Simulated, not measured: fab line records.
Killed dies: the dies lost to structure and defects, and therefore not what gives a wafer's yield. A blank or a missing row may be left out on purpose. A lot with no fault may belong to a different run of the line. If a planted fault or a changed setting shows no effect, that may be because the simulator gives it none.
Which tool was responsible?	flow berkeley_cmos170	route of 331 steps, sampled at 1 step: 7 lots, 21 wafers

## WHAT THE GAUGES SHOWED, per wafer
UCB170_FIELD_THK_MEAS_90.
lot	measured	on	FIELD_OXIDE_LEFT_1_THK (nm)
L694	day 5 17:54	film_metro-03	460 465 463
L696	day 6 08:46	film_metro-04	430 423 431
L699	day 7 09:20	film_metro-04	450 452 441
L705	day 8 17:08	film_metro-04	434 444 435
L707	day 8 17:08	film_metro-02	445 450 450
L711	day 9 12:42	film_metro-02	432 426 432
L712	day 9 23:44	film_metro-02	455 447 444

## WHICH TOOL RAN EACH LOT (tool, then ch and the chambers of the sampled wafers, then the start)
The record shows no process step preceding these readings.

## THE ANSWER, worked out from the rows above alone
Rule: what is usual is taken from the lots themselves. Put in order of their means at a reading, lots are off if they are a third of the lots or fewer, leave a main group of 4 or more, and stand apart from it by a gap of 3 or more times the standard deviation of the main group's means; of several such gaps the widest counts. The tables above print the reading to a certain number of digits; a main group whose means all agree to those digits is not used. A lot without any number at a reading at which 4 lots or more have one is off too. The other lots that the step has rows for count as sound.
Nothing can be told from this: no lot is off at any reading shown.

## WHAT THE SIMULATOR PUT IN
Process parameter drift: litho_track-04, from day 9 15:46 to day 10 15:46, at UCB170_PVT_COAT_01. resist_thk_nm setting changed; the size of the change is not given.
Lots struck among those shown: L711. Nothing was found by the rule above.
